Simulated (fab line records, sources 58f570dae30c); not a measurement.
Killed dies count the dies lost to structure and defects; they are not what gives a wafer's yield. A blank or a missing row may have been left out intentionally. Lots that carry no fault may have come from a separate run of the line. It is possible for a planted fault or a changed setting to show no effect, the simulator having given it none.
Split-lot trial || flow berkeley-cmos170 || 5 lots, 23 wafers read, on a route of 331 steps

== ON THE SPLIT ==
At UCB170_NLDD_IMPLANT_08, the setting energy-kev was moved away from the recipe's 30 on 7 of the 23 wafers read, by -5.1% to -3.4%. For the rest of the wafers, this setting stayed at what the recipe calls for.

The reading comes from the split's own step.

== THE READING ==
The simulator's own value implant.drp-nm, read by no gauge, in nm at UCB170_NLDD_IMPLANT_08. No usual value for it is given in the file.

{"wafer": "L074.2", "tool, chamber at the split": "implanter-03, 0", "energy-kev as run": 30, "against the recipe": "recipe", "implant.drp-nm, nm": 9.611, "against lot-mates on the recipe": "-"}
{"wafer": "L074.3", "tool, chamber at the split": "implanter-03, 0", "energy-kev as run": 30, "against the recipe": "recipe", "implant.drp-nm, nm": 9.611, "against lot-mates on the recipe": "-"}
{"wafer": "L074.5", "tool, chamber at the split": "implanter-03, 0", "energy-kev as run": 30, "against the recipe": "recipe", "implant.drp-nm, nm": 9.611, "against lot-mates on the recipe": "-"}
{"wafer": "L074.4", "tool, chamber at the split": "implanter-03, 0", "energy-kev as run": 28.48, "against the recipe": "-5.1%", "implant.drp-nm, nm": 9.255, "against lot-mates on the recipe": -0.356}
{"wafer": "L074.6", "tool, chamber at the split": "implanter-03, 0", "energy-kev as run": 28.48, "against the recipe": "-5.1%", "implant.drp-nm, nm": 9.255, "against lot-mates on the recipe": -0.356}
{"wafer": "L076.1", "tool, chamber at the split": "implanter-04, 0", "energy-kev as run": 30, "against the recipe": "recipe", "implant.drp-nm, nm": 9.611, "against lot-mates on the recipe": "-"}
{"wafer": "L076.2", "tool, chamber at the split": "implanter-04, 0", "energy-kev as run": 30, "against the recipe": "recipe", "implant.drp-nm, nm": 9.611, "against lot-mates on the recipe": "-"}
{"wafer": "L076.3", "tool, chamber at the split": "implanter-04, 0", "energy-kev as run": 28.97, "against the recipe": "-3.4%", "implant.drp-nm, nm": 9.37, "against lot-mates on the recipe": -0.241}
{"wafer": "L076.4", "tool, chamber at the split": "implanter-04, 0", "energy-kev as run": 28.97, "against the recipe": "-3.4%", "implant.drp-nm, nm": 9.37, "against lot-mates on the recipe": -0.241}
{"wafer": "L076.5", "tool, chamber at the split": "implanter-04, 0", "energy-kev as run": 28.97, "against the recipe": "-3.4%", "implant.drp-nm, nm": 9.37, "against lot-mates on the recipe": -0.241}
{"wafer": "L078.1", "tool, chamber at the split": "implanter-02, 0", "energy-kev as run": 30, "against the recipe": "recipe", "implant.drp-nm, nm": 9.611, "against lot-mates on the recipe": "-"}
{"wafer": "L078.3", "tool, chamber at the split": "implanter-02, 0", "energy-kev as run": 30, "against the recipe": "recipe", "implant.drp-nm, nm": 9.611, "against lot-mates on the recipe": "-"}
{"wafer": "L078.6", "tool, chamber at the split": "implanter-02, 0", "energy-kev as run": 30, "against the recipe": "recipe", "implant.drp-nm, nm": 9.611, "against lot-mates on the recipe": "-"}
{"wafer": "L083.1", "tool, chamber at the split": "implanter-04, 0", "energy-kev as run": 30, "against the recipe": "recipe", "implant.drp-nm, nm": 9.611, "against lot-mates on the recipe": "-"}
{"wafer": "L083.5", "tool, chamber at the split": "implanter-04, 0", "energy-kev as run": 30, "against the recipe": "recipe", "implant.drp-nm, nm": 9.611, "against lot-mates on the recipe": "-"}
{"wafer": "L083.6", "tool, chamber at the split": "implanter-04, 0", "energy-kev as run": 30, "against the recipe": "recipe", "implant.drp-nm, nm": 9.611, "against lot-mates on the recipe": "-"}
{"wafer": "L083.2", "tool, chamber at the split": "implanter-04, 0", "energy-kev as run": 28.88, "against the recipe": "-3.7%", "implant.drp-nm, nm": 9.349, "against lot-mates on the recipe": -0.262}
{"wafer": "L083.4", "tool, chamber at the split": "implanter-04, 0", "energy-kev as run": 28.88, "against the recipe": "-3.7%", "implant.drp-nm, nm": 9.349, "against lot-mates on the recipe": -0.262}
{"wafer": "L085.1", "tool, chamber at the split": "implanter-03, 0", "energy-kev as run": 30, "against the recipe": "recipe", "implant.drp-nm, nm": 9.611, "against lot-mates on the recipe": "-"}
{"wafer": "L085.2", "tool, chamber at the split": "implanter-03, 0", "energy-kev as run": 30, "against the recipe": "recipe", "implant.drp-nm, nm": 9.611, "against lot-mates on the recipe": "-"}
{"wafer": "L085.4", "tool, chamber at the split": "implanter-03, 0", "energy-kev as run": 30, "against the recipe": "recipe", "implant.drp-nm, nm": 9.611, "against lot-mates on the recipe": "-"}
{"wafer": "L085.5", "tool, chamber at the split": "implanter-03, 0", "energy-kev as run": 30, "against the recipe": "recipe", "implant.drp-nm, nm": 9.611, "against lot-mates on the recipe": "-"}
{"wafer": "L085.6", "tool, chamber at the split": "implanter-03, 0", "energy-kev as run": 30, "against the recipe": "recipe", "implant.drp-nm, nm": 9.611, "against lot-mates on the recipe": "-"}

FIT RESULTS
A straight line over all 23 wafers: implant.drp-nm changes by +0.0702 nm for each +1% of energy-kev; r = +1.00; the points scatter about the line by 8.9e-05 nm.
The same after taking each lot's own level away (the mean of its wafers on the recipe; 23 wafers): +0.0702 nm for each +1%; r = +1.00; scatter 8.9e-05 nm.
The reading moves by 0.36 nm for the largest change in energy-kev, on that fit.
The lots' own levels span 9.6110 to 9.6110 nm.
The two slopes are in agreement: the lot-to-lot level therefore moves the slope only a little.
Check: with one of the wafers moved furthest among these (-5.1%) left out of the fit, the line predicts -0.356 nm for it against its lot-mates. Against them it came out at -0.356 nm.

== ADDITIONAL SPLITS CARRIED BY THESE WAFERS ==
Before the reading, these wafers also passed through other splits. Each is held against what the fit with the lots' levels taken away leaves over:
{"other split on the same wafers": "UCB170_NWELL_CVD_04 sih2cl2-flow-sccm", "wafers away from the commonest value": 18, "r with implant.drp-nm (lot level and that fit taken away)": -0.61}
{"other split on the same wafers": "UCB170_PWELL_OXIDATION_02 ox-time-s", "wafers away from the commonest value": 5, "r with implant.drp-nm (lot level and that fit taken away)": "+0.56"}
{"other split on the same wafers": "UCB170_ACTIVE_COAT_08 resist-thk-nm", "wafers away from the commonest value": 10, "r with implant.drp-nm (lot level and that fit taken away)": "+0.23"}
{"other split on the same wafers": "UCB170_FIELD_OXIDATION_01 temp-c", "wafers away from the commonest value": 15, "r with implant.drp-nm (lot level and that fit taken away)": -0.49}
{"other split on the same wafers": "UCB170_SACOX_OXIDATION_01 temp-c", "wafers away from the commonest value": 15, "r with implant.drp-nm (lot level and that fit taken away)": "+0.45"}
{"other split on the same wafers": "UCB170_PVT_SOFTBAKE_02 temp-c", "wafers away from the commonest value": 10, "r with implant.drp-nm (lot level and that fit taken away)": "+0.00"}
{"other split on the same wafers": "UCB170_GATE_COAT_07 resist-thk-nm", "wafers away from the commonest value": 9, "r with implant.drp-nm (lot level and that fit taken away)": "+0.22"}
{"other split on the same wafers": "UCB170_PLDD_IMPLANT_09 dose-cm2", "wafers away from the commonest value": 8, "r with implant.drp-nm (lot level and that fit taken away)": "+0.00"}

== THE WHOLE CHAIN: every reading that the file lists as answering this split, in the file's order ==
{"step": "UCB170_NLDD_IMPLANT_08", "what it does": "", "reading": "implant.rp-nm (the simulator's own value, which no gauge read)", "change (the file's fit)": "+0.167 nm for each +1% of the setting", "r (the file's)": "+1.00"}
{"step": "UCB170_NLDD_IMPLANT_08", "what it does": "", "reading": "implant.drp-nm (the simulator's own value, which no gauge read)", "change (the file's fit)": "+0.0702 nm for each +1% of the setting", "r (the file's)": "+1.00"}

== FILE'S OWN FIT ==
implant.drp-nm changes by +0.0702 nm for each +1% of energy-kev, r = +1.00.
